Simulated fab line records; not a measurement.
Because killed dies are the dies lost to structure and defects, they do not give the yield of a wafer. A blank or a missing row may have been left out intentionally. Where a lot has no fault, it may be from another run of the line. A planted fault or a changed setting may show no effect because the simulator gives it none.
Which tool did it? | flow berkeleyCmos170 | Sampling: 7 lots, 21 wafers, 2 of 331 route steps

## WHAT EACH GAUGE READ, for each wafer
UCB170_M1_RS_MEAS_01: uses a four-point probe to measure.
lot  | measured     | on           | M1_AL_RS (ohm/sq)
L680 | day 8 11:01  | filmMetro-02 | 0.0490 0.0489 0.0488
L685 | day 9 12:04  | filmMetro-02 | 0.0487 0.0478 0.0481
L691 | day 10 04:35 | filmMetro-04 | 0.0481 0.0476 0.0479
L694 | day 10 22:41 | filmMetro-04 | 0.0483 0.0494 0.0490
L698 | day 11 10:12 | filmMetro-02 | 0.0480 0.0486 0.0489
L699 | day 11 19:05 | filmMetro-03 | 0.0249 0.0250 0.0250
L703 | day 12 20:38 | filmMetro-04 | 0.0479 0.0482 0.0479

## TOOL THAT RAN EACH LOT (tool first, then ch and the chambers of the sampled wafers, then the start)
lot  | UCB170_M1_SPUTTER_00
L680 | pvdSputter-02, day 8 10:56
L685 | pvdSputter-02, day 9 11:59
L691 | pvdSputter-02, day 10 04:30
L694 | pvdSputter-02, day 10 22:37
L698 | pvdSputter-01, day 11 10:05
L699 | pvdSputter-04, day 11 19:02
L703 | pvdSputter-02, day 12 20:32
- UCB170_M1_SPUTTER_00: material Al, target thk 600 nm, time 80 s.

## THE ANSWER, worked out from the rows above alone
Rule: what is usual is taken from the lots themselves. The widest of any qualifying gaps counts: lots, ordered by their means at a reading, are off when they make up no more than a third of the lots, leave a main group of 4 or more, and stand apart from it by 3 or more times the standard deviation of that group's means. The tables above print the reading to a certain number of digits; a main group whose means all agree to those digits is not used. A lot without any number at a reading at which 4 lots or more have one is off too. Any other lot the step has rows for is counted as sound.
Off: at UCB170_M1_RS_MEAS_01 (M1_AL_RS), L699. The main group: mean 0.0484 ohm/sq, standard deviation 0.00041.
A tool fits if, at a process step before that reading, it ran every lot that is off, and no sound lot after the first of them. Those tools and the gauges at UCB170_M1_RS_MEAS_01 are tried in the same way. This does not decide it: 2 tools fit, namely pvdSputter-04 at UCB170_M1_SPUTTER_00 and filmMetro-03 at UCB170_M1_RS_MEAS_01.

## WHAT THE SIMULATOR HAD INSERTED
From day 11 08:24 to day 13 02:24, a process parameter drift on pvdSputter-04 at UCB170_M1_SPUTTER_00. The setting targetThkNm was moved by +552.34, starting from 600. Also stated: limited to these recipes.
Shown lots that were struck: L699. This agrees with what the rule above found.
